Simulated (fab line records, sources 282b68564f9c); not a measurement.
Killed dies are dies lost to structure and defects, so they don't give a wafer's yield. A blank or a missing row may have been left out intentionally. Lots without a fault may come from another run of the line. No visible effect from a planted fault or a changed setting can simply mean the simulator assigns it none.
A lot that was struck, set against a sound lot ; flow rit cmos ; 14 steps out of a route of 202
Sound: the wafers L867.4, L867.5, L867.6. Wafers L876.4, L876.5, L876.6 were the ones struck. The cause is given at the end.
For every step that has rows: the tool of each side, followed by ch and its chambers, followed by its first start. Under that, the readings that differ: sound wafers ; struck wafers ; difference of the means ; sigmas: that difference in standard deviations of wafers without a fault.
alike: same words and numbers on both sides, and readings whose means sit less than 2 such deviations apart. not compared: any withheld reading, any reading some wafer has no value for, any bound like >300 that may hide the same value, and any number with overlapping values for which the record gives no deviation.
The two part at a step that has a row with sigmas, a row that says differs or no value, or rows on one side only. Numbers that don't overlap but have no deviation are shown without sigmas and don't part them. A reading missing from all wafers of one side parts the sides only when that side holds two or more wafers.

first, 1 step without rows for these wafers: RIT_NRETRO_IMPLANT_08.
RIT_NRETRO_STRIP_09: strips in O2, time 180 s.
  sound on plasma asher-02 ch 0,1, day 3 12:23; struck on plasma asher-02 ch 0,1, day 5 08:38
  alike: chamber pressure mTorr, drypump motor current A, run length s
  not compared: rf hours counter h
RIT_NRETRO_TW_MEAS_10:
  sound on film metro-04 at day 3 12:32; struck on film metro-04 at day 5 08:47
  alike: NRETRO_TW
then, 6 steps without rows for these wafers: RIT_PRETRO_HMDS_00 (prime time 60 s); RIT_PRETRO_COAT_01 (resist thk 1300 nm); RIT_PRETRO_SOFTBAKE_02 (time 60 s); RIT_PRETRO_EXPOSE_03 (exposes mask M5, target cd 43700 nm); RIT_PRETRO_PEB_04; RIT_PRETRO_DEVELOP_05 (develop time 68 s).
RIT_PRETRO_OVL_MEAS_06:
  sound on overlay-01 at day 3 13:35; struck on overlay-02 at day 5 09:50
reading;sound;struck;difference;sigmas
PRETRO_OVL (nm);0.9 0.8 1.6;-2.9 -2.6 -2.3;-3.7;-3
then, 2 steps without rows for these wafers: RIT_PRETRO_HARDBAKE_07 (time 120 s); RIT_PRETRO_IMPLANT_08.
RIT_PRETRO_STRIP_09: strips in O2, time 180 s.
  sound on plasma asher-03 ch 0,1, day 3 14:04; struck on plasma asher-04 ch 0,1, day 5 10:19
reading;sound;struck;difference;sigmas
chamber pressure mTorr (mTorr);3993 3999 3997;4001 4003 4006;+7;+2
run length s (s);207.7 207.5 208.0;27.1 27.4 27.3;-180.5;-99 or more
model.NOVOLAK_of_PRETRO_COAT_01.thk nm (nm);0 0 0;678.1 674.3 675.3;+675.9;
  alike: drypump motor current A
  not compared: rf hours counter h
RIT_PRETRO_TW_MEAS_10:
  sound on film metro-01 at day 3 14:13; struck on film metro-04 at day 5 10:28
  alike: PRETRO_TW

== WHERE THEY PART ==
Earliest at RIT_PRETRO_OVL_MEAS_06; latest, in this record, at RIT_PRETRO_STRIP_09. Later steps at which nothing parts them and some readings are alike: RIT_PRETRO_TW_MEAS_10.

WHY: what had been put in by the simulator
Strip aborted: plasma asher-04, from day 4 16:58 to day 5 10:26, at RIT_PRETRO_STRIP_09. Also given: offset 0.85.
